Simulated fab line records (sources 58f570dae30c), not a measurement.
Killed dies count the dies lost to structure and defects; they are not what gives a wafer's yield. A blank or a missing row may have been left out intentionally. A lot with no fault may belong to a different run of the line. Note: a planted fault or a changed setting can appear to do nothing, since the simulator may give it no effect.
fab line records	flow berkeley_cmos170
[record] lots = 5	wafers = 23
route steps=331 shown GATE@136 NLDD@166 PSD@176 NSD@188 SDANNEAL@205 PLDD@208 SILICIDE@211 CONTACT@234
start_h: hours from the record's first day to the start of the lot's first wafer shown	wait_h: hours since the lot's step before	" unchanged from the row above	L1.1+2: one row covering several wafers at once	- either no value or no given start	* or withheld: withheld	< > ~ a bound
route shown NAME@n: a module of which the file shows steps, and the number in the route of the first	usual: the fault-free wafers' mean and standard deviation	same: alike in all rows	chamber/n: place in a boat	sites: the reading at each site	_std_site: how widely they spread, as a standard deviation	_edge_site: inner sites' mean taken away from outer sites' mean	radius_mm: how far each site lies from the wafer's centre	mask NAME#n: copy n	behind: the tool/chamber that last shaped the wafer	hold: reason for holding the lot/hours on hold/outcome of the hold	device: whichever transistor did not switch (one of n, p or np)	end of line: tests run on the same wafers once the route is complete	for a step that has no rows: nothing shown but its recipe	killed: at the first sort, the dies lost to defects and structure; wafer yield is something else	map: dies across one wafer; x = killed, . = not, _ = none there
set.NAME: the setting the step ran with; set.NAME@STEP: the setting that earlier step ran with	model.NAME: the simulator's own value behind a step, which no gauge read
lots with deliberately changed settings; one table per step, one row per wafer
[[steps]]
[step UCB170_GATE_PEB_10]
[recipe] peb_temp_c = 130	peb_time_s = withheld	resist = KrF
lot.wafer	tool	chamber	start_h	wait_h	set.peb_temp_c
L079.1+6	litho_track-04	0	167.24	0.6	130
L079.2+4+5	"	0	"	"	133.1
L080.1+2+5	litho_track-04	0	183.05	0.3	130
L080.3+6	"	0	"	"	126.7
L085.1+2+6	litho_track-02	0	193.80	0.1	130
L083.1+5	litho_track-03	0	194.04	0.1	127.1
L083.2+4+6	"	0	"	"	130
L084.1+2+4	litho_track-03	0	204.44	0.1	130
L084.3+5	"	0	"	"	128.9
[step UCB170_GATE_DEVELOP_11]
[recipe] developer = TMAH	develop_time_s = 45	resist = KrF	dev_temp_c = 21
[step UCB170_GATE_CD_MEAS_12]
[recipe] target_cd_nm = 350
[usual] cd_nm = 350.4/1.6
lot.wafer	tool	chamber	start_h	wait_h	set.peb_temp_c@GATE_PEB_10	cd_nm
L079.1	cd_sem-01	-	167.52	-	130	348.8
L079.2	"	-	"	"	133.1	331.3
L079.4	"	-	"	"	133.1	330.5
L079.5	"	-	"	"	133.1	330.5
L079.6	"	-	"	"	130	348.0
L080.1	cd_sem-01	-	183.33	-	130	352.7
L080.2	"	-	"	"	130	353.2
L080.3	"	-	"	"	126.7	377.3
L080.5	"	-	"	"	130	350.0
L080.6	"	-	"	"	126.7	376.2
L085.1	cd_sem-02	-	194.07	-	130	350.0
L085.2	"	-	"	"	130	350.1
L085.6	"	-	"	"	130	349.6
L083.1	cd_sem-01	-	194.32	-	127.1	370.7
L083.2	"	-	"	"	130	349.7
L083.4	"	-	"	"	130	349.7
L083.5	"	-	"	"	127.1	369.4
L083.6	"	-	"	"	130	348.7
L084.1	cd_sem-01	-	204.71	-	130	348.2
L084.2	"	-	"	"	130	349.6
L084.3	"	-	"	"	128.9	356.7
L084.4	"	-	"	"	130	349.4
L084.5	"	-	"	"	128.9	356.2
[step UCB170_GATE_ETCH_14]
[recipe] chemistry = N2/H2	target_depth_a = withheld	overetch_a = withheld	target = BARC	time_s = withheld	source_w = 500	bias_w = 100	pressure_mtorr = 30	n2_flow_sccm = 100	h2_flow_sccm = 200
[step UCB170_GATE_ETCH_15]
[recipe] chemistry = HBr/Cl2	target = poly-Si	stop_on = SiO2	over_etch_frac = 0.3	icp_w = 300	bias_w = 150	time_s = 56.3	pressure_mtorr = 15	HBr_flow_sccm = 150	Cl2_flow_sccm = 50	target_depth_a = 2782
lot.wafer	tool	chamber	start_h	wait_h	set.peb_temp_c@GATE_PEB_10	model.GATE.cd_nm
L079.1	rie_si-01	1	167.72	-	130	348.9
L079.2	"	2	"	"	133.1	331.6
L079.4	"	1	"	"	133.1	330.8
L079.5	"	2	"	"	133.1	331
L079.6	"	0	"	"	130	347.7
L080.1	rie_si-01	2	183.53	-	130	352.4
L080.2	"	3	"	"	130	352.5
L080.3	"	1	"	"	126.7	377.1
L080.5	"	2	"	"	130	350.1
L080.6	"	3	"	"	126.7	375.6
L085.1	rie_si-01	2	194.27	-	130	349.9
L085.2	"	0	"	"	130	349.6
L085.6	"	0	"	"	130	350.1
L083.1	rie_si-02	1	194.51	-	127.1	370.8
L083.2	"	3	"	"	130	349.9
L083.4	"	0	"	"	130	349.8
L083.5	"	3	"	"	127.1	369.9
L083.6	"	1	"	"	130	349.5
L084.1	rie_si-01	2	204.91	-	130	348.1
L084.2	"	1	"	"	130	349.2
L084.3	"	3	"	"	128.9	357.3
L084.4	"	0	"	"	130	348.8
L084.5	"	3	"	"	128.9	356
[step UCB170_GATE_STRIP_16]
[recipe] chemistry = O2	power_w = 400	pressure_mtorr = 3500	platen_temp_c = withheld	o2_flow_sccm = 400	overash_fraction = 0.5
[step UCB170_GATE_CD_MEAS_90]
[recipe] target_cd_nm = 350
[usual] cd_nm = 350.5/1.5
lot.wafer	tool	chamber	start_h	wait_h	set.peb_temp_c@GATE_PEB_10	cd_nm
L079.1	cd_sem-02	-	167.87	0.1	130	349.1
L079.2	"	-	"	"	133.1	331.5
L079.4	"	-	"	"	133.1	330.7
L079.5	"	-	"	"	133.1	331.5
L079.6	"	-	"	"	130	347.6
L080.1	cd_sem-01	-	183.68	0.1	130	352.4
L080.2	"	-	"	"	130	352.8
L080.3	"	-	"	"	126.7	377.1
L080.5	"	-	"	"	130	350.0
L080.6	"	-	"	"	126.7	375.7
L085.1	cd_sem-01	-	194.44	0.1	130	349.9
L085.2	"	-	"	"	130	349.5
L085.6	"	-	"	"	130	350.0
L083.1	cd_sem-01	-	194.66	0.1	127.1	370.9
L083.2	"	-	"	"	130	350.0
L083.4	"	-	"	"	130	350.1
L083.5	"	-	"	"	127.1	369.8
L083.6	"	-	"	"	130	349.5
L084.1	cd_sem-02	-	205.06	0.1	130	348.3
L084.2	"	-	"	"	130	349.0
L084.3	"	-	"	"	128.9	357.3
L084.4	"	-	"	"	130	348.7
L084.5	"	-	"	"	128.9	356.2
[step UCB170_NLDD_IMPLANT_08]
[recipe] species = As	dose_cm2 = 5e+13	energy_kev = 30	tilt_deg = 7	rotation_deg = 0
lot.wafer	tool	chamber	start_h	wait_h	set.dose_cm2
L079.1+5	implanter-04	0	171.48	0.0	5.298e+13
L079.2+4+6	"	0	"	"	5e+13
L080.1+2+6	implanter-01	0	187.45	0.0	5e+13
L080.3+5	"	0	"	"	5.329e+13
L085.1+2+6	implanter-03	0	198.42	0.0	5e+13
L083.1+2+4+5+6	implanter-04	0	198.70	0.0	5e+13
L084.1+2	implanter-01	0	208.24	0.0	5e+13
L084.3+4+5	"	0	"	"	4.857e+13
[step UCB170_PSD_COAT_01]
[recipe] resist = KrF	spin_rpm = 1500	resist_thk_nm = 900
lot.wafer	tool	chamber	start_h	wait_h	set.spin_rpm	model.KrF_of_PSD_COAT_01.thk_nm
L079.1	litho_track-01	0	179.29	0.1	1500	898.7
L079.2	"	0	"	"	1500	897.9
L079.4	"	0	"	"	1500	897.8
L079.5	"	0	"	"	1500	899.1
L079.6	"	0	"	"	1500	897.6
L080.1	litho_track-04	0	196.35	0.1	1500	895.9
L080.2	"	0	"	"	1552	882.3
L080.3	"	0	"	"	1552	881.6
L080.5	"	0	"	"	1500	895.4
L080.6	"	0	"	"	1500	895.6
L083.1	litho_track-04	0	206.67	0.1	1402	936.3
L083.2	"	0	"	"	1402	935
L083.4	"	0	"	"	1500	900.7
L083.5	"	0	"	"	1402	932.3
L083.6	"	0	"	"	1500	902.9
L085.1	litho_track-01	0	206.67	0.1	1500	897.7
L085.2	"	0	"	"	1500	897.1
L085.6	"	0	"	"	1500	899.2
L084.1	litho_track-02	0	215.64	0.1	1500	904.4
L084.2	"	0	"	"	1500	902.7
L084.3	"	0	"	"	1500	900.3
L084.4	"	0	"	"	1500	907.2
L084.5	"	0	"	"	1500	903.6
[step UCB170_PSD_SOFTBAKE_02]
[recipe] resist = KrF	temp_c = 130	time_s = 60
[step UCB170_PSD_EXPOSE_03]
[recipe] mask_id = PSELECT_MOD	na = 0.5	sigma_outer = 0.6	source_shape = conventional	target_cd_nm = 1200	dose_mj = 30
[step UCB170_PSD_IMPLANT_08]
[recipe] species = B	dose_cm2 = 3e+15	energy_kev = 20	tilt_deg = 7
[step UCB170_PSD_STRIP_09]
[recipe] chemistry = O2	power_w = 400	pressure_mtorr = 3500	platen_temp_c = withheld	o2_flow_sccm = 400	overash_fraction = 0.5
[usual] strip_time_to_endpoint_s = 29.40/0.079
lot.wafer	tool	chamber	start_h	wait_h	set.spin_rpm@PSD_COAT_01	strip_time_to_endpoint_s
L079.1	plasma_asher-01	1	180.69	0.1	1500	29.41
L079.2	"	0	"	"	1500	29.40
L079.4	"	0	"	"	1500	29.36
L079.5	"	1	"	"	1500	29.44
L079.6	"	0	"	"	1500	29.37
L080.1	plasma_asher-02	0	198.09	0.1	1500	29.25
L080.2	"	1	"	"	1552	28.97
L080.3	"	0	"	"	1552	28.90
L080.5	"	1	"	"	1500	29.27
L080.6	"	0	"	"	1500	29.25
L083.1	plasma_asher-03	0	208.00	0.1	1402	30.26
L083.2	"	1	"	"	1402	30.27
L083.4	"	0	"	"	1500	29.44
L083.5	"	1	"	"	1402	30.18
L083.6	"	0	"	"	1500	29.51
L085.1	plasma_asher-03	0	208.18	0.1	1500	29.31
L085.2	"	1	"	"	1500	29.33
L085.6	"	0	"	"	1500	29.39
L084.1	plasma_asher-02	1	217.29	0.1	1500	29.50
L084.2	"	0	"	"	1500	29.46
L084.3	"	0	"	"	1500	29.41
L084.4	"	1	"	"	1500	29.61
L084.5	"	1	"	"	1500	29.53
[step UCB170_NSD_COAT_01]
[recipe] resist = KrF	spin_rpm = 1500	resist_thk_nm = 900
lot.wafer	tool	chamber	start_h	wait_h	set.resist_thk_nm	model.KrF_of_NSD_COAT_01.thk_nm
L079.1	litho_track-04	0	181.75	0.1	900	902
L079.2	"	0	"	"	876.2	877.9
L079.4	"	0	"	"	900	901.7
L079.5	"	0	"	"	900	900.6
L079.6	"	0	"	"	876.2	877.6
L080.1	litho_track-04	0	199.42	0.1	900	903.1
L080.2	"	0	"	"	900	900.4
L080.3	"	0	"	"	900	901
L080.5	"	0	"	"	853.3	854.1
L080.6	"	0	"	"	853.3	853.5
L083.1	litho_track-03	0	208.48	0.1	872	871.2
L083.2	"	0	"	"	900	902.2
L083.4	"	0	"	"	872	874.1
L083.5	"	0	"	"	900	902.7
L083.6	"	0	"	"	872	874.6
L085.1	litho_track-02	0	208.67	0.1	900	900
L085.2	"	0	"	"	900	899.4
L085.6	"	0	"	"	900	899.6
L084.1	litho_track-02	0	218.57	0.1	947.9	952.7
L084.2	"	0	"	"	900	900.7
L084.3	"	0	"	"	947.9	949.8
L084.4	"	0	"	"	900	902.3
L084.5	"	0	"	"	947.9	951
[step UCB170_NSD_SOFTBAKE_02]
[recipe] resist = KrF	temp_c = 130	time_s = 60
[step UCB170_NSD_EXPOSE_03]
[recipe] mask_id = NSELECT_MOD	na = 0.5	sigma_outer = 0.6	source_shape = conventional	target_cd_nm = 1200	dose_mj = 30.19
[step UCB170_NSD_IMPLANT_08]
[recipe] species = P	dose_cm2 = 3e+15	energy_kev = 40	tilt_deg = 7
[step UCB170_NSD_STRIP_09]
[recipe] chemistry = O2	power_w = 400	pressure_mtorr = 3500	platen_temp_c = withheld	o2_flow_sccm = 400	overash_fraction = 0.5
[usual] strip_time_to_endpoint_s = 35.87/0.055
lot.wafer	tool	chamber	start_h	wait_h	set.resist_thk_nm@NSD_COAT_01	strip_time_to_endpoint_s
L079.1	plasma_asher-01	1	183.36	0.1	900	35.89
L079.2	"	0	"	"	876.2	35.31
L079.4	"	0	"	"	900	35.89
L079.5	"	0	"	"	900	35.84
L079.6	"	1	"	"	876.2	35.32
L080.1	plasma_asher-02	1	200.85	0.1	900	35.93
L080.2	"	0	"	"	900	35.84
L080.3	"	1	"	"	900	35.89
L080.5	"	0	"	"	853.3	34.75
L080.6	"	1	"	"	853.3	34.73
L083.1	plasma_asher-04	0	209.48	0.1	872	35.08
L083.2	"	1	"	"	900	35.84
L083.4	"	0	"	"	872	35.21
L083.5	"	0	"	"	900	35.83
L083.6	"	1	"	"	872	35.20
L085.1	plasma_asher-02	0	209.79	0.1	900	35.84
L085.2	"	1	"	"	900	35.80
L085.6	"	1	"	"	900	35.81
L084.1	plasma_asher-04	0	220.18	0.1	947.9	37.07
L084.2	"	1	"	"	900	35.83
L084.3	"	1	"	"	947.9	37.06
L084.4	"	0	"	"	900	35.85
L084.5	"	0	"	"	947.9	37.03
[step UCB170_SDANNEAL_RTA_01]
[recipe] temp_c = 1050	time_s = 5	ambient = N2
lot.wafer	tool	chamber	start_h	wait_h	set.time_s
L079.1+5+6	rtp_anneal-02	0	184.96	0.1	5.412
L079.2+4	"	0	"	"	5
L080.1+5	rtp_anneal-01	0	202.01	0.1	5
L080.2+3+6	"	0	"	"	4.543
L083.1+2+4	rtp_anneal-02	0	210.61	0.1	5.697
L083.5+6	"	0	"	"	5
L085.1+2+6	rtp_anneal-01	0	210.92	0.1	5
L084.1+4+5	rtp_anneal-01	0	221.76	0.1	5
L084.2+3	"	0	"	"	5.34
[step UCB170_SDANNEAL_RS_MEAS_02]
[recipe] thk_meas_gauge = four-point-probe
[usual] PSD_RS = 75.52/0.28
lot.wafer	tool	chamber	start_h	wait_h	set.time_s@SDANNEAL_RTA_01	PSD_RS[ohm/sq]
L079.1	film_metro-03	-	185.12	0.1	5.412	73.81
L079.2	"	-	"	"	5	75.01
L079.4	"	-	"	"	5	75.47
L079.5	"	-	"	"	5.412	73.75
L079.6	"	-	"	"	5.412	73.80
L080.1	film_metro-02	-	202.07	0.0	5	75.69
L080.2	"	-	"	"	4.543	77.24
L080.3	"	-	"	"	4.543	77.51
L080.5	"	-	"	"	5	75.50
L080.6	"	-	"	"	4.543	77.17
L083.1	film_metro-03	-	210.66	0.0	5.697	73.23
L083.2	"	-	"	"	5.697	73.18
L083.4	"	-	"	"	5.697	73.34
L083.5	"	-	"	"	5	75.21
L083.6	"	-	"	"	5	75.17
L085.1	film_metro-02	-	210.98	0.0	5	75.45
L085.2	"	-	"	"	5	75.26
L085.6	"	-	"	"	5	75.30
L084.1	film_metro-02	-	221.82	0.0	5	75.34
L084.2	"	-	"	"	5.34	74.09
L084.3	"	-	"	"	5.34	74.05
L084.4	"	-	"	"	5	75.28
L084.5	"	-	"	"	5	74.98
[step UCB170_SDANNEAL_RS_MEAS_03]
[recipe] thk_meas_gauge = four-point-probe
[usual] NSD_RS = 37.25/0.064
lot.wafer	tool	chamber	start_h	wait_h	set.time_s@SDANNEAL_RTA_01	NSD_RS[ohm/sq]
L079.1	film_metro-03	-	185.24	0.1	5.412	37.01
L079.2	"	-	"	"	5	37.20
L079.4	"	-	"	"	5	37.26
L079.5	"	-	"	"	5.412	36.95
L079.6	"	-	"	"	5.412	36.93
L080.1	film_metro-02	-	202.19	0.1	5	37.18
L080.2	"	-	"	"	4.543	37.50
L080.3	"	-	"	"	4.543	37.50
L080.5	"	-	"	"	5	37.18
L080.6	"	-	"	"	4.543	37.45
L083.1	film_metro-03	-	210.78	0.1	5.697	36.90
L083.2	"	-	"	"	5.697	36.95
L083.4	"	-	"	"	5.697	36.84
L083.5	"	-	"	"	5	37.28
L083.6	"	-	"	"	5	37.32
L085.1	film_metro-02	-	211.10	0.1	5	37.26
L085.2	"	-	"	"	5	37.17
L085.6	"	-	"	"	5	37.32
L084.1	film_metro-02	-	221.94	0.1	5	37.27
L084.2	"	-	"	"	5.34	37.10
L084.3	"	-	"	"	5.34	36.98
L084.4	"	-	"	"	5	37.23
L084.5	"	-	"	"	5	37.24
[step UCB170_SDANNEAL_RS_MEAS_04]
[recipe] thk_meas_gauge = four-point-probe
[usual] PLDD_RS = 1032.0/2.3
lot.wafer	tool	chamber	start_h	wait_h	set.time_s@SDANNEAL_RTA_01	PLDD_RS[ohm/sq]
L079.1	film_metro-03	-	185.36	0.1	5.412	1030.1
L079.2	"	-	"	"	5	1033.0
L079.4	"	-	"	"	5	1033.3
L079.5	"	-	"	"	5.412	1028.9
L079.6	"	-	"	"	5.412	1030.2
L080.1	film_metro-02	-	202.31	0.1	5	1031.1
L080.2	"	-	"	"	4.543	-
L080.3	"	-	"	"	4.543	-
L080.5	"	-	"	"	5	1030.9
L080.6	"	-	"	"	4.543	-
L083.1	film_metro-03	-	210.90	0.1	5.697	1029.1
L083.2	"	-	"	"	5.697	1024.1
L083.4	"	-	"	"	5.697	1027.7
L083.5	"	-	"	"	5	1032.1
L083.6	"	-	"	"	5	1032.5
L085.1	film_metro-02	-	211.22	0.1	5	1028.2
L085.2	"	-	"	"	5	1027.4
L085.6	"	-	"	"	5	1027.9
L084.1	film_metro-02	-	222.06	0.1	5	-
L084.2	"	-	"	"	5.34	-
L084.3	"	-	"	"	5.34	-
L084.4	"	-	"	"	5	1032.9
L084.5	"	-	"	"	5	1030.9
[step UCB170_SDANNEAL_RS_MEAS_05]
[recipe] thk_meas_gauge = four-point-probe
[usual] NLDD_RS = 611.7/1.4
lot.wafer	tool	chamber	start_h	wait_h	set.dose_cm2@NLDD_IMPLANT_08	NLDD_RS[ohm/sq]
L079.1	film_metro-03	-	185.48	0.1	5.298e+13	601.9
L079.2	"	-	"	"	5e+13	612.9
L079.4	"	-	"	"	5e+13	614.1
L079.5	"	-	"	"	5.298e+13	600.9
L079.6	"	-	"	"	5e+13	613.4
L080.1	film_metro-02	-	202.43	0.1	5e+13	611.2
L080.2	"	-	"	"	5e+13	613.0
L080.3	"	-	"	"	5.329e+13	599.7
L080.5	"	-	"	"	5.329e+13	598.7
L080.6	"	-	"	"	5e+13	611.4
L083.1	film_metro-03	-	211.02	0.1	5e+13	610.3
L083.2	"	-	"	"	5e+13	611.3
L083.4	"	-	"	"	5e+13	610.1
L083.5	"	-	"	"	5e+13	609.8
L083.6	"	-	"	"	5e+13	608.9
L085.1	film_metro-02	-	211.34	0.1	5e+13	610.0
L085.2	"	-	"	"	5e+13	610.1
L085.6	"	-	"	"	5e+13	612.0
L084.1	film_metro-02	-	222.18	0.1	5e+13	610.3
L084.2	"	-	"	"	5e+13	611.1
L084.3	"	-	"	"	4.857e+13	617.2
L084.4	"	-	"	"	4.857e+13	616.9
L084.5	"	-	"	"	4.857e+13	616.7
[step UCB170_SILICIDE_SPUTTER_01]
[recipe] material = Ti	target_thk_nm = 30	time_s = 25	power_w = 1500	chamber_pressure_pa = 0.5
lot.wafer	tool	chamber	start_h	wait_h	set.time_s	model.Ti_of_SILICIDE_SPUTTER_01.thk_nm
L079.1	pvd_sputter-02	-	185.67	0.0	23.2	28.07
L079.2	"	-	"	"	25	30.22
L079.4	"	-	"	"	23.2	28.03
L079.5	"	-	"	"	25	30.28
L079.6	"	-	"	"	23.2	28.18
L080.1	pvd_sputter-03	-	202.61	0.0	21.58	25.75
L080.2	"	-	"	"	21.58	25.2
L080.3	"	-	"	"	25	29.83
L080.5	"	-	"	"	21.58	25.73
L080.6	"	-	"	"	25	29.64
L083.1	pvd_sputter-02	-	211.21	0.0	25	29.94
L083.2	"	-	"	"	25	29.76
L083.4	"	-	"	"	25	29.68
L083.5	"	-	"	"	25	29.93
L083.6	"	-	"	"	25	29.77
L085.1	pvd_sputter-03	-	211.52	0.0	25	30.19
L085.2	"	-	"	"	25	30.24
L085.6	"	-	"	"	25	30.06
L084.1	pvd_sputter-03	-	222.36	0.0	25	30.3
L084.2	"	-	"	"	23.09	27.66
L084.3	"	-	"	"	25	30.32
L084.4	"	-	"	"	23.09	27.84
L084.5	"	-	"	"	23.09	27.96
[step UCB170_SILICIDE_RS_MEAS_02]
[recipe] thk_meas_gauge = four-point-probe	reads = Ti_of_SILICIDE_SPUTTER_01
[usual] SILICIDE_TI_RS = 26.15/0.25
lot.wafer	tool	chamber	start_h	wait_h	set.time_s@SILICIDE_SPUTTER_01	SILICIDE_TI_RS[ohm/sq]
L079.1	film_metro-01	-	185.70	0.0	23.2	28.26
L079.2	"	-	"	"	25	25.89
L079.4	"	-	"	"	23.2	28.27
L079.5	"	-	"	"	25	25.80
L079.6	"	-	"	"	23.2	28.08
L080.1	film_metro-01	-	202.64	0.0	21.58	31.31
L080.2	"	-	"	"	21.58	32.02
L080.3	"	-	"	"	25	26.30
L080.5	"	-	"	"	21.58	31.28
L080.6	"	-	"	"	25	26.46
L083.1	film_metro-01	-	211.24	0.0	25	26.17
L083.2	"	-	"	"	25	26.33
L083.4	"	-	"	"	25	26.44
L083.5	"	-	"	"	25	26.18
L083.6	"	-	"	"	25	26.29
L085.1	film_metro-04	-	211.55	0.0	25	26.00
L085.2	"	-	"	"	25	25.90
L085.6	"	-	"	"	25	26.08
L084.1	film_metro-04	-	222.39	0.0	25	25.81
L084.2	"	-	"	"	23.09	28.75
L084.3	"	-	"	"	25	25.83
L084.4	"	-	"	"	23.09	28.61
L084.5	"	-	"	"	23.09	28.43
[step UCB170_SILICIDE_THK_MEAS_03]
[recipe] thk_meas_gauge = xrf	reads = Ti_of_SILICIDE_SPUTTER_01
[usual] SILICIDE_TI_THK = 30.26/0.28
lot.wafer	tool	chamber	start_h	wait_h	set.time_s@SILICIDE_SPUTTER_01	SILICIDE_TI_THK[nm]
L079.1	film_metro-01	-	185.82	0.1	23.2	28.50
L079.2	"	-	"	"	25	30.68
L079.4	"	-	"	"	23.2	28.54
L079.5	"	-	"	"	25	30.63
L079.6	"	-	"	"	23.2	28.59
L080.1	film_metro-01	-	202.76	0.1	21.58	26.12
L080.2	"	-	"	"	21.58	25.52
L080.3	"	-	"	"	25	30.30
L080.5	"	-	"	"	21.58	26.07
L080.6	"	-	"	"	25	30.12
L083.1	film_metro-01	-	211.36	0.1	25	30.16
L083.2	"	-	"	"	25	30.14
L083.4	"	-	"	"	25	30.07
L083.5	"	-	"	"	25	30.18
L083.6	"	-	"	"	25	30.14
L085.1	film_metro-04	-	211.67	0.1	25	30.35
L085.2	"	-	"	"	25	30.32
L085.6	"	-	"	"	25	30.21
L084.1	film_metro-04	-	222.51	0.1	25	30.40
L084.2	"	-	"	"	23.09	27.70
L084.3	"	-	"	"	25	30.45
L084.4	"	-	"	"	23.09	27.96
L084.5	"	-	"	"	23.09	28.01
[step UCB170_CONTACT_ETCH_18]
[recipe] chemistry = CHF3/CF4/Ar	target = PSG	stop_on = TiSi2	CHF3_flow_sccm = 45	cf4_flow_sccm = 15	Ar_flow_sccm = 150	pressure_mtorr = 200	rf_w = 700	target_depth_a = 8400	over_etch_frac = 0.2	time_s = 195
lot.wafer	tool	chamber	start_h	wait_h	set.rf_w	model.KrF_of_CONTACT_COAT_10.thk_nm
L079.1	rie_diel-02	2	-	-	661.2	697.6
L079.2	"	1	"	"	661.2	703
L079.4	"	0	"	"	700	696.9
L079.5	"	2	"	"	700	691.9
L079.6	"	3	"	"	700	696.4
L080.1	rie_diel-01	2	-	-	700	686.2
L080.2	"	3	"	"	740.1	685.2
L080.3	"	0	"	"	740.1	683.7
L080.5	"	0	"	"	700	688.2
L080.6	"	1	"	"	700	690.9
L083.1	rie_diel-02	0	-	-	731.3	684.2
L083.2	"	3	"	"	731.3	685.7
L083.4	"	3	"	"	700	691.1
L083.5	"	0	"	"	700	690.9
L083.6	"	2	"	"	700	688.5
L085.1	rie_diel-04	2	-	-	700	691.2
L085.2	"	3	"	"	700	694.2
L085.6	"	3	"	"	700	693.4
L084.1	rie_diel-02	1	-	-	768.4	684.9
L084.2	"	2	"	"	768.4	685.4
L084.3+4	"	3,0	"	"	700	695.7
L084.5	"	3	"	"	768.4	686.6
[[key]]
[split] step = UCB170_GATE_PEB_10	setting = peb_temp_c	stated = 130	by = wafer
[response] step = UCB170_GATE_CD_MEAS_12	reading = cd_nm	change = -8.82	per = 1%	r = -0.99
[response] step = UCB170_GATE_ETCH_15	reading = model.GATE.cd_nm	change = -8.77	per = 1%	r = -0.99
[response] step = UCB170_GATE_CD_MEAS_90	reading = cd_nm	change = -8.75	per = 1%	r = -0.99
[split] step = UCB170_NLDD_IMPLANT_08	setting = dose_cm2	stated = 5e+13	by = wafer
[response] step = UCB170_SDANNEAL_RS_MEAS_05	reading = NLDD_RS	change = -1.99	per = 1%	r = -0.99
[split] step = UCB170_PSD_COAT_01	setting = spin_rpm	stated = 1500	by = wafer
[response] step = UCB170_PSD_COAT_01	reading = model.KrF_of_PSD_COAT_01.thk_nm	change = -4.78	per = 1%	r = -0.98
[response] step = UCB170_PSD_STRIP_09	reading = strip_time_to_endpoint_s	change = *	per = 1%	r = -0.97
[split] step = UCB170_NSD_COAT_01	setting = resist_thk_nm	stated = 900	by = wafer
[response] step = UCB170_NSD_COAT_01	reading = model.KrF_of_NSD_COAT_01.thk_nm	change = +9.25	per = 1%	r = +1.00
[response] step = UCB170_NSD_STRIP_09	reading = strip_time_to_endpoint_s	change = *	per = 1%	r = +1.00
[split] step = UCB170_SDANNEAL_RTA_01	setting = time_s	stated = 5	by = wafer
[response] step = UCB170_SDANNEAL_RS_MEAS_02	reading = PSD_RS	change = -0.159	per = 1%	r = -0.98
[response] step = UCB170_SDANNEAL_RS_MEAS_03	reading = NSD_RS	change = -0.0305	per = 1%	r = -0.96
[response] step = UCB170_SDANNEAL_RS_MEAS_04	reading = PLDD_RS	change = -0.392	per = 1%	r = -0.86
[split] step = UCB170_SILICIDE_SPUTTER_01	setting = time_s	stated = 25	by = wafer
[response] step = UCB170_SILICIDE_SPUTTER_01	reading = model.Ti_of_SILICIDE_SPUTTER_01.thk_nm	change = +0.308	per = 1%	r = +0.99
[response] step = UCB170_SILICIDE_RS_MEAS_02	reading = SILICIDE_TI_RS	change = -0.366	per = 1%	r = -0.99
[response] step = UCB170_SILICIDE_THK_MEAS_03	reading = SILICIDE_TI_THK	change = +0.314	per = 1%	r = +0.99
[split] step = UCB170_CONTACT_ETCH_18	setting = rf_w	stated = 700	by = wafer
[response] step = UCB170_CONTACT_ETCH_18	reading = model.KrF_of_CONTACT_COAT_10.thk_nm	change = -0.968	per = 1%	r = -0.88
